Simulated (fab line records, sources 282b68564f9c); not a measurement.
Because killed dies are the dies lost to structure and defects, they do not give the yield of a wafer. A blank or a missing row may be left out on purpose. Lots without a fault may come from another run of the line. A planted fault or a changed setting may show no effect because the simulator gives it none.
fab line records	flow rit_cmos	part 1 of 2: steps 1 to 28 of 40
record lots=5	wafers=15	last_day=7
route steps=202 shown ACTIVE@9 FOX1@20 FOX2@23 NWELL@28 PWELL@39
lots that met no fault: from a run of the same line without faults
start_h: hours from the record's first day to the start of the lot's first wafer shown	wait_h: time in hours since the lot's previous step	" repeats the value in the row above	L1.1+2: several wafers, shown together as one row	- no value, or no start given	* or withheld: withheld	< > ~ a bound
route shown NAME@n: names a module that has steps shown in the file, with the first one's number in the route	usual: mean/standard deviation of fault-free wafers	same: alike in all rows	chamber/n: place in a boat	sites: each site's reading	_std_site: the standard deviation of these	_edge_site: outer sites' mean less inner sites'	radius_mm: how far each site lies from the wafer's centre	mask NAME#n: copy n	behind: tool/chamber where the wafer was last shaped	hold: why the lot went on hold/how many hours it stayed there/how the hold came to an end	device: which transistor (n, p or np) failed to switch	end of line: the route-end tests of the same wafers	a step without rows: its recipe alone	killed: the dies lost at the first sort to structure and to defects; this is not the yield of the wafer	map: a wafer's dies, marking killed ones x, the rest . and places with no die _
set.NAME: the run value of the setting; set.NAME@STEP: its run value at that earlier step	model.NAME: the simulator's own value behind a step, which no gauge read
lots seen at some steps along the route; tables by step, rows by wafer
services: when a tool's chamber went out of use (start_h, in hours from the record's first day, below 0 if earlier), for how many hours, and the reason
## steps
# step RIT_ACTIVE_EXPOSE_08
# recipe mask_id=M1	na=0.6	source_shape=conventional	sigma_outer=0.6	target_cd_nm=1400	dose_mj=225
lot.wafer	tool	chamber	start_h	wait_h	mask
L075.1+2+6	iline_stepper-01	0	19.45	0.1	M1#0
L082.1+2+5	iline_stepper-01	0	54.74	0.1	M1#0
L090.3+5+6	iline_stepper-02	0	94.91	0.1	M1#0
L093.2+3+6	iline_stepper-01	0	110.15	0.1	M1#0
L096.1+2+3	iline_stepper-01	0	126.06	0.3	M1#0
# step RIT_ACTIVE_PEB_09
# recipe resist=NOVOLAK	temp_c=withheld	time_s=withheld
# usual exhaust_pa=44.8/0.87
lot.wafer	tool	chamber	start_h	wait_h	exhaust_pa
L075.1	litho_track-01	0	19.56	0.1	44.9
L075.2	"	0	"	"	44.4
L075.6	"	0	"	"	44.4
L082.1	litho_track-01	0	54.86	0.1	44.7
L082.2	"	0	"	"	44.3
L082.5	"	0	"	"	44.3
L090.3	litho_track-01	0	95.04	0.1	44.9
L090.5	"	0	"	"	45.0
L090.6	"	0	"	"	45.6
L093.2	litho_track-02	0	110.27	0.1	44.4
L093.3	"	0	"	"	45.0
L093.6	"	0	"	"	44.3
L096.1	litho_track-02	0	126.18	0.1	45.7
L096.2	"	0	"	"	45.5
L096.3	"	0	"	"	45.1
# step RIT_ACTIVE_DEVELOP_10
# recipe resist=NOVOLAK	develop_time_s=50	dev_temp_c=23
# usual exhaust_pa=45.0/1
lot.wafer	tool	chamber	start_h	wait_h	exhaust_pa
L075.1	litho_track-01	0	-	-	43.4
L075.2	"	0	"	"	43.0
L075.6	"	0	"	"	42.0
L082.1	litho_track-01	0	-	-	44.4
L082.2	"	0	"	"	44.9
L082.5	"	0	"	"	45.8
L090.3	litho_track-01	0	-	-	44.5
L090.5	"	0	"	"	44.8
L090.6	"	0	"	"	45.6
L093.2	litho_track-02	0	-	-	46.0
L093.3	"	0	"	"	44.9
L093.6	"	0	"	"	45.4
L096.1	litho_track-02	0	-	-	43.2
L096.2	"	0	"	"	45.0
L096.3	"	0	"	"	46.3
# step RIT_ACTIVE_CD_MEAS_11
# recipe target_cd_nm=1400
# usual cd_nm=1401.0/2.1
lot.wafer	tool	chamber	start_h	wait_h	cd_nm
L075.1	cd_sem-01	-	19.85	-	1399.7
L075.2	"	-	"	"	1398.5
L075.6	"	-	"	"	1399.6
L082.1	cd_sem-01	-	55.14	-	1404.1
L082.2	"	-	"	"	1399.0
L082.5	"	-	"	"	1402.2
L090.3	cd_sem-01	-	95.31	-	1399.5
L090.5	"	-	"	"	1401.4
L090.6	"	-	"	"	1400.9
L093.2	cd_sem-01	-	110.55	-	1401.9
L093.3	"	-	"	"	1401.2
L093.6	"	-	"	"	1401.3
L096.1	cd_sem-02	-	126.53	-	1403.8
L096.2	"	-	"	"	1403.1
L096.3	"	-	"	"	1403.5
# step RIT_ACTIVE_HARDBAKE_12
# recipe resist=NOVOLAK	temp_c=140	time_s=60
# usual exhaust_pa=45.0/0.78
# same time_s=60
lot.wafer	tool	chamber	start_h	wait_h	exhaust_pa
L075.1	litho_track-03	0	19.97	0.1	45.4
L075.2	"	0	"	"	45.8
L075.6	"	0	"	"	45.0
L082.1	litho_track-02	0	55.26	0.1	44.9
L082.2	"	0	"	"	43.8
L082.5	"	0	"	"	44.2
L090.3	litho_track-02	0	95.44	0.1	44.8
L090.5	"	0	"	"	45.7
L090.6	"	0	"	"	46.6
L093.2	litho_track-01	0	110.68	0.1	45.5
L093.3	"	0	"	"	46.1
L093.6	"	0	"	"	44.3
L096.1	litho_track-03	0	126.65	0.1	45.4
L096.2	"	0	"	"	44.9
L096.3	"	0	"	"	44.5
# step RIT_ACTIVE_ETCH_13
# recipe stop_on=SiO2	chemistry=SF6	target=Si3N4	time_s=210	over_etch_frac=0.3836	SF6_flow_sccm=200	pressure_mtorr=260	rf_w=125	target_depth_a=2100
# usual SF6_flow_sccm=200.0/0.64	drypump_motor_current_A=5.7/0.52	oes_product_au=0.822/0.014	throttle_valve_pct=7.53/0.15
# same time_s=210
lot.wafer	tool	chamber	start_h	wait_h	SF6_flow_sccm	drypump_motor_current_A	oes_product_au	rf_hours_counter_h	throttle_valve_pct
L075.1	rie_diel-01	0	20.12	0.1	199.1	6.0	0.851	121	7.68
L075.2	"	2	"	"	198.9	6.0	0.805	3	7.38
L075.6	"	1	"	"	201.2	4.8	0.864	-	7.38
L082.1	rie_diel-04	1	55.41	0.1	199.5	5.3	0.820	8	7.71
L082.2	"	2	"	"	200.6	6.1	0.832	14	7.49
L082.5	"	1	"	"	199.0	5.3	0.812	-	7.70
L090.3	rie_diel-01	0	95.54	0.1	202.1	5.9	0.841	123	7.68
L090.5	"	0	"	"	200.3	5.9	0.846	-	7.69
L090.6	"	1	"	"	200.4	4.8	0.831	-	7.37
L093.2	rie_diel-02	2	110.80	0.1	200.6	6.7	0.826	129	7.70
L093.3	"	1	"	"	200.3	5.9	0.831	125	7.79
L093.6	"	1	"	"	200.4	5.9	0.824	-	7.79
L096.1	rie_diel-02	1	126.80	0.1	199.3	5.9	0.840	125	7.78
L096.2	"	3	"	"	199.7	6.0	0.821	53	7.42
L096.3	"	2	"	"	200.3	6.7	0.835	130	7.70
# step RIT_ACTIVE_STRIP_14
# recipe chemistry=O2	time_s=180	resist=NOVOLAK	platen_temp_c=withheld	power_w=500	pressure_mtorr=4000	o2_flow_sccm=4000
# usual drypump_motor_current_A=5.6/0.6
# same time_s=180
lot.wafer	tool	chamber	start_h	wait_h	drypump_motor_current_A	rf_hours_counter_h
L075.1	plasma_asher-04	0	20.25	0.1	5.9	39
L075.2	"	1	"	"	5.2	39
L075.6	"	1	"	"	5.2	-
L082.1	plasma_asher-03	1	55.55	0.1	5.1	25
L082.2	"	0	"	"	6.1	25
L082.5	"	1	"	"	5.1	-
L090.3	plasma_asher-02	0	95.74	0.1	4.6	-
L090.5	"	0	"	"	4.6	-
L090.6	"	1	"	"	6.4	-
L093.2	plasma_asher-03	0	110.94	0.1	6.1	31
L093.3	"	1	"	"	5.1	-
L093.6	"	1	"	"	5.0	-
L096.1	plasma_asher-02	0	126.94	0.1	4.6	1
L096.2	"	1	"	"	6.4	1
L096.3	"	0	"	"	4.6	-
# step RIT_ACTIVE_CD_MEAS_90
# recipe target_cd_nm=1400
# usual cd_nm=1401.0/2.1
lot.wafer	tool	chamber	start_h	wait_h	cd_nm
L075.1	cd_sem-02	-	20.43	0.1	1399.8
L075.2	"	-	"	"	1399.1
L075.6	"	-	"	"	1399.8
L082.1	cd_sem-01	-	55.72	0.1	1404.1
L082.2	"	-	"	"	1399.4
L082.5	"	-	"	"	1402.2
L090.3	cd_sem-01	-	95.89	0.1	1399.1
L090.5	"	-	"	"	1401.3
L090.6	"	-	"	"	1401.2
L093.2	cd_sem-01	-	111.13	0.1	1401.9
L093.3	"	-	"	"	1401.3
L093.6	"	-	"	"	1401.7
L096.1	cd_sem-01	-	127.11	0.1	1404.2
L096.2	"	-	"	"	1403.9
L096.3	"	-	"	"	1403.2
# step RIT_ACTIVE_CLEAN_15
# recipe chemistry=SC1	mix=3:3:50	time_s=600	temp_c=75
# same time_s=600
lot.wafer	tool	chamber	start_h	wait_h
L075.1+2+6	wet_bench-01	2	20.55	0.1
L082.1+2+5	wet_bench-04	2	55.84	0.1
L090.3+5+6	wet_bench-04	1	95.97	0.1
L093.2+3+6	wet_bench-01	0	111.23	0.1
L096.1+2+3	wet_bench-04	0	127.23	0.1
# step RIT_ACTIVE_CLEAN_16
# recipe chemistry=dHF	dilution=50:1	time_s=30
# same time_s=30
lot.wafer	tool	chamber	start_h	wait_h
L075.1+2+6	wet_bench-02	0	20.72	0.0
L082.1+2+5	wet_bench-02	0	56.03	0.0
L090.3+5+6	wet_bench-02	0	96.15	0.0
L093.2+3+6	wet_bench-04	0	111.42	0.0
L096.1+2+3	wet_bench-02	2	127.41	0.0
# step RIT_ACTIVE_CLEAN_17
# recipe chemistry=SC2	mix=3:3:50	time_s=600	temp_c=75	dry=n2_spin
# same time_s=600
lot.wafer	tool	chamber	start_h	wait_h
L075.1+2+6	wet_bench-04	0	20.74	0.0
L082.1+2+5	wet_bench-04	1	56.05	0.0
L090.3+5+6	wet_bench-01	1	96.16	0.0
L093.2+3+6	wet_bench-02	2	111.44	0.0
L096.1+2+3	wet_bench-01	1	127.42	0.0
# step RIT_FOX1_OXIDATION_00
# recipe temp_c=1100	ambient=H2O	target_thk_a=3507	p_h2o_torr=720	ox_time_s=1130
# usual tube_center_temp_C=1100/0.094	zone_power_centre_pct=61/6.2
lot.wafer	tool	chamber	start_h	wait_h	tube_center_temp_C	zone_power_centre_pct
L075.1	furnace-03	0	22.38	1.5	1100.1	54
L075.2	"	0	"	"	1100	55
L075.6	"	0	"	"	1100	55
L082.1	furnace-01	0	56.24	0.0	1099.9	70
L082.2	"	0	"	"	1100	69
L082.5	"	0	"	"	1099.9	71
L090.3	furnace-03	0	96.36	0.0	1100.1	54
L090.5	"	0	"	"	1100	54
L090.6	"	0	"	"	1100.1	54
L093.2	furnace-01	0	112.51	0.9	1099.8	70
L093.3	"	0	"	"	1099.8	69
L093.6	"	0	"	"	1100	70
L096.1	furnace-03	0	127.60	0.0	1100	53
L096.2	"	0	"	"	1100	54
L096.3	"	0	"	"	1099.9	54
# step RIT_FOX1_THK_MEAS_01
# recipe reads=SiO2_of_FOX1_OXIDATION_00
# usual FOX1_OXIDE_THK=353/7
lot.wafer	tool	chamber	start_h	wait_h	FOX1_OXIDE_THK[nm]
L075.1	film_metro-03	-	23.70	0.0	350
L075.2	"	-	"	"	358
L075.6	"	-	"	"	353
L082.1	film_metro-03	-	57.55	0.0	336
L082.2	"	-	"	"	339
L082.5	"	-	"	"	344
L090.3	film_metro-04	-	97.69	0.0	349
L090.5	"	-	"	"	348
L090.6	"	-	"	"	353
L093.2	film_metro-04	-	113.83	0.0	357
L093.3	"	-	"	"	354
L093.6	"	-	"	"	354
L096.1	film_metro-03	-	128.91	0.0	351
L096.2	"	-	"	"	346
L096.3	"	-	"	"	348
# step RIT_FOX1_WET_ETCH_02
# recipe chemistry=BOE	target_depth_nm=350	time_s=390	temp_c=21.5	dry=n2_spin	dilution=10:1	target=SiO2
# same time_s=390
lot.wafer	tool	chamber	start_h	wait_h
L075.1+2+6	wet_bench-03	1	23.76	0.1
L082.1+2+5	wet_bench-03	1	57.61	0.1
L090.3+5+6	wet_bench-02	3	97.73	0.0
L093.2+3+6	wet_bench-01	1	113.88	0.0
L096.1+2+3	wet_bench-02	1	128.97	0.1
# step RIT_FOX2_OXIDATION_00
# recipe temp_c=1100	ambient=H2O	target_thk_a=3507	p_h2o_torr=720	ox_time_s=1130
# usual tube_center_temp_C=1100/0.09	zone_power_centre_pct=59/6.2
lot.wafer	tool	chamber	start_h	wait_h	tube_center_temp_C	zone_power_centre_pct
L075.1	furnace-03	0	23.88	0.0	1100	55
L075.2	"	0	"	"	1099.8	54
L075.6	"	0	"	"	1100	54
L082.1	furnace-01	0	57.73	0.0	1100	70
L082.2	"	0	"	"	1100	70
L082.5	"	0	"	"	1100.2	70
L090.3	furnace-04	0	99.57	1.7	1100.2	59
L090.5	"	0	"	"	1099.9	59
L090.6	"	0	"	"	1100	58
L093.2	furnace-01	0	114.00	0.0	1100.1	70
L093.3	"	0	"	"	1100	68
L093.6	"	0	"	"	1100	70
L096.1	furnace-03	0	129.09	0.0	1100	54
L096.2	"	0	"	"	1100	53
L096.3	"	0	"	"	1100	55
# step RIT_FOX2_THK_MEAS_01
# recipe reads=SiO2_of_FOX2_OXIDATION_00
# usual FOX2_OXIDE_THK=352/4.8
lot.wafer	tool	chamber	start_h	wait_h	FOX2_OXIDE_THK[nm]
L075.1	film_metro-04	-	25.20	0.0	354
L075.2	"	-	"	"	357
L075.6	"	-	"	"	348
L082.1	film_metro-03	-	59.04	0.0	348
L082.2	"	-	"	"	346
L082.5	"	-	"	"	352
L090.3	film_metro-03	-	100.90	0.0	352
L090.5	"	-	"	"	352
L090.6	"	-	"	"	352
L093.2	film_metro-04	-	115.32	0.0	354
L093.3	"	-	"	"	354
L093.6	"	-	"	"	356
L096.1	film_metro-01	-	130.40	0.0	349
L096.2	"	-	"	"	349
L096.3	"	-	"	"	348
# step RIT_FOX2_CLEAN_02
# recipe chemistry=dHF	dilution=50:1	time_s=180
# same time_s=180
lot.wafer	tool	chamber	start_h	wait_h
L075.1+2+6	wet_bench-04	2	25.26	0.1
L082.1+2+5	wet_bench-04	0	59.10	0.1
L090.3+5+6	wet_bench-04	1	100.94	0.0
L093.2+3+6	wet_bench-04	3	115.37	0.0
L096.1+2+3	wet_bench-01	2	130.46	0.1
# step RIT_FOX2_WET_ETCH_03
# recipe chemistry=H3PO4	target=Si3N4	target_depth_nm=195	temp_c=165	time_s=2700
# same time_s=2700
lot.wafer	tool	chamber	start_h	wait_h
L075.1+2+6	wet_bench-01	2	25.32	0.0
L082.1+2+5	wet_bench-03	2	59.17	0.0
L090.3+5+6	wet_bench-01	2	101.00	0.0
L093.2+3+6	wet_bench-03	0	115.43	0.0
L096.1+2+3	wet_bench-04	1	130.52	0.0
# step RIT_FOX2_THK_MEAS_90
# recipe reads=SiO2_of_FOX2_OXIDATION_00
# usual FIELD_OXIDE_LEFT_1_THK=325/4.8
lot.wafer	tool	chamber	start_h	wait_h	FIELD_OXIDE_LEFT_1_THK[nm]
L075.1	film_metro-01	-	26.08	0.0	327
L075.2	"	-	"	"	330
L075.6	"	-	"	"	320
L082.1	film_metro-04	-	59.92	0.0	320
L082.2	"	-	"	"	319
L082.5	"	-	"	"	324
L090.3	film_metro-04	-	101.85	0.0	324
L090.5	"	-	"	"	325
L090.6	"	-	"	"	325
L093.2	film_metro-04	-	116.20	0.0	327
L093.3	"	-	"	"	326
L093.6	"	-	"	"	328
L096.1	film_metro-04	-	131.28	0.0	322
L096.2	"	-	"	"	322
L096.3	"	-	"	"	320
# step RIT_NWELL_HMDS_00
# recipe prime_time_s=60	prime_temp_c=140
# usual exhaust_pa=44.9/0.81	prime_temp_c=140.00/0.16
lot.wafer	tool	chamber	start_h	wait_h	exhaust_pa	prime_temp_c
L075.1	litho_track-03	0	26.19	0.1	45.5	139.83
L075.2	"	0	"	"	45.2	139.95
L075.6	"	0	"	"	45.6	139.94
L082.1	litho_track-01	0	59.98	0.1	43.9	140.09
L082.2	"	0	"	"	44.9	140.13
L082.5	"	0	"	"	45.1	140.03
L090.3	litho_track-03	0	101.94	0.1	46.4	140.07
L090.5	"	0	"	"	45.3	139.96
L090.6	"	0	"	"	45.7	140.08
L093.2	litho_track-04	0	116.27	0.1	44.6	139.65
L093.3	"	0	"	"	44.0	140.02
L093.6	"	0	"	"	43.7	140.10
L096.1	litho_track-03	0	131.34	0.1	46.1	139.98
L096.2	"	0	"	"	45.4	140.06
L096.3	"	0	"	"	46.8	140.20
# step RIT_NWELL_COAT_01
# recipe resist=NOVOLAK	spin_rpm=2000	resist_thk_nm=1300
# usual exhaust_pa=45.0/0.98	spin_speed_rpm=2000.1/1.4
lot.wafer	tool	chamber	start_h	wait_h	exhaust_pa	spin_speed_rpm
L075.1	litho_track-03	0	26.34	0.1	46.5	2000.5
L075.2	"	0	"	"	46.6	2000.1
L075.6	"	0	"	"	46.3	1999.2
L082.1	litho_track-01	0	60.13	0.1	43.2	2000.6
L082.2	"	0	"	"	45.9	1998.2
L082.5	"	0	"	"	44.8	2000.0
L090.3	litho_track-03	0	102.09	0.1	43.9	2000.4
L090.5	"	0	"	"	44.8	2001.3
L090.6	"	0	"	"	43.6	1999.3
L093.2	litho_track-04	0	116.42	0.1	44.3	1999.9
L093.3	"	0	"	"	44.0	1999.2
L093.6	"	0	"	"	45.5	2001.8
L096.1	litho_track-03	0	131.49	0.1	44.2	2000.6
L096.2	"	0	"	"	45.5	2001.1
L096.3	"	0	"	"	44.5	2000.9
# step RIT_NWELL_SOFTBAKE_02
# recipe resist=NOVOLAK	temp_c=90	time_s=60
# usual exhaust_pa=44.8/0.88
# same time_s=60
lot.wafer	tool	chamber	start_h	wait_h	exhaust_pa
L075.1	litho_track-03	0	26.49	0.1	45.0
L075.2	"	0	"	"	45.2
L075.6	"	0	"	"	46.0
L082.1	litho_track-01	0	60.28	0.1	42.9
L082.2	"	0	"	"	44.3
L082.5	"	0	"	"	42.9
L090.3	litho_track-03	0	102.24	0.1	45.0
L090.5	"	0	"	"	44.3
L090.6	"	0	"	"	45.3
L093.2	litho_track-04	0	116.57	0.1	45.1
L093.3	"	0	"	"	44.3
L093.6	"	0	"	"	44.3
L096.1	litho_track-03	0	131.64	0.1	46.2
L096.2	"	0	"	"	45.0
L096.3	"	0	"	"	45.1
# step RIT_NWELL_EXPOSE_03
# recipe mask_id=M2	na=0.57	target_cd_nm=43900	dose_mj=250
lot.wafer	tool	chamber	start_h	wait_h	mask
L075.1+2+6	iline_stepper-01	0	26.64	0.1	M2#0
L082.1+2+5	iline_stepper-01	0	60.56	0.2	M2#0
L090.3+5+6	iline_stepper-01	0	102.50	0.2	M2#0
L093.2+3+6	iline_stepper-02	0	116.72	0.1	M2#0
L096.1+2+3	iline_stepper-01	0	131.79	0.1	M2#0
# step RIT_NWELL_PEB_04
# recipe resist=NOVOLAK	temp_c=withheld	time_s=withheld
# usual exhaust_pa=45.2/0.8
lot.wafer	tool	chamber	start_h	wait_h	exhaust_pa
L075.1	litho_track-04	0	26.76	0.1	45.5
L075.2	"	0	"	"	44.0
L075.6	"	0	"	"	45.6
L082.1	litho_track-03	0	60.82	0.2	46.7
L082.2	"	0	"	"	45.3
L082.5	"	0	"	"	44.8
L090.3	litho_track-03	0	102.63	0.1	45.2
L090.5	"	0	"	"	43.4
L090.6	"	0	"	"	44.5
L093.2	litho_track-03	0	116.84	0.1	44.4
L093.3	"	0	"	"	44.3
L093.6	"	0	"	"	45.2
L096.1	litho_track-04	0	131.91	0.1	45.1
L096.2	"	0	"	"	46.0
L096.3	"	0	"	"	45.5
# step RIT_NWELL_DEVELOP_05
# recipe resist=NOVOLAK	develop_time_s=68	dev_temp_c=23
# usual exhaust_pa=45.2/0.88
lot.wafer	tool	chamber	start_h	wait_h	exhaust_pa
L075.1	litho_track-04	0	-	-	45.9
L075.2	"	0	"	"	45.8
L075.6	"	0	"	"	46.4
L082.1	litho_track-03	0	-	-	45.8
L082.2	"	0	"	"	43.3
L082.5	"	0	"	"	44.9
L090.3	litho_track-03	0	-	-	45.5
L090.5	"	0	"	"	45.9
L090.6	"	0	"	"	46.1
L093.2	litho_track-03	0	-	-	45.6
L093.3	"	0	"	"	45.9
L093.6	"	0	"	"	46.5
L096.1	litho_track-04	0	-	-	44.8
L096.2	"	0	"	"	44.1
L096.3	"	0	"	"	44.8
# step RIT_NWELL_OVL_MEAS_06
# usual NWELL_OVL=0.1/1.4
lot.wafer	tool	chamber	start_h	wait_h	NWELL_OVL[nm]
L075.1	overlay-01	-	27.07	-	-2.5
L075.2	"	-	"	"	-0.2
L075.6	"	-	"	"	-1.6
L082.1	overlay-02	-	61.14	-	1.1
L082.2	"	-	"	"	1.0
L082.5	"	-	"	"	0.5
L090.3	overlay-02	-	102.91	-	1.0
L090.5	"	-	"	"	1.8
L090.6	"	-	"	"	3.6
L093.2	overlay-01	-	117.13	-	-1.8
L093.3	"	-	"	"	-2.3
L093.6	"	-	"	"	-1.0
L096.1	overlay-02	-	132.22	-	0.9
L096.2	"	-	"	"	2.9
L096.3	"	-	"	"	1.3
# step RIT_NWELL_HARDBAKE_07
# recipe resist=NOVOLAK	temp_c=141.1	time_s=120
# usual exhaust_pa=45.0/0.82
# same time_s=120
lot.wafer	tool	chamber	start_h	wait_h	exhaust_pa
L075.1	litho_track-01	0	27.11	0.0	45.4
L075.2	"	0	"	"	44.6
L075.6	"	0	"	"	43.4
L082.1	litho_track-04	0	61.17	0.0	44.4
L082.2	"	0	"	"	44.6
L082.5	"	0	"	"	44.0
L090.3	litho_track-01	0	103.01	0.1	45.2
L090.5	"	0	"	"	46.1
L090.6	"	0	"	"	45.2
L093.2	litho_track-04	0	117.20	0.1	45.3
L093.3	"	0	"	"	45.4
L093.6	"	0	"	"	44.5
L096.1	litho_track-04	0	132.26	0.0	46.2
L096.2	"	0	"	"	47.4
L096.3	"	0	"	"	46.0
# step RIT_NWELL_IMPLANT_08
# recipe species=P	energy_kev=170	dose_cm2=5e+13	tilt_deg=7
lot.wafer	tool	chamber	start_h	wait_h
L075.1+2+6	implanter-04	0	27.36	0.2
L082.1+2+5	implanter-02	0	61.42	0.2
L090.3+5+6	implanter-04	0	103.23	0.2
L093.2+3+6	implanter-01	0	117.44	0.2
L096.1+2+3	implanter-02	0	132.51	0.2
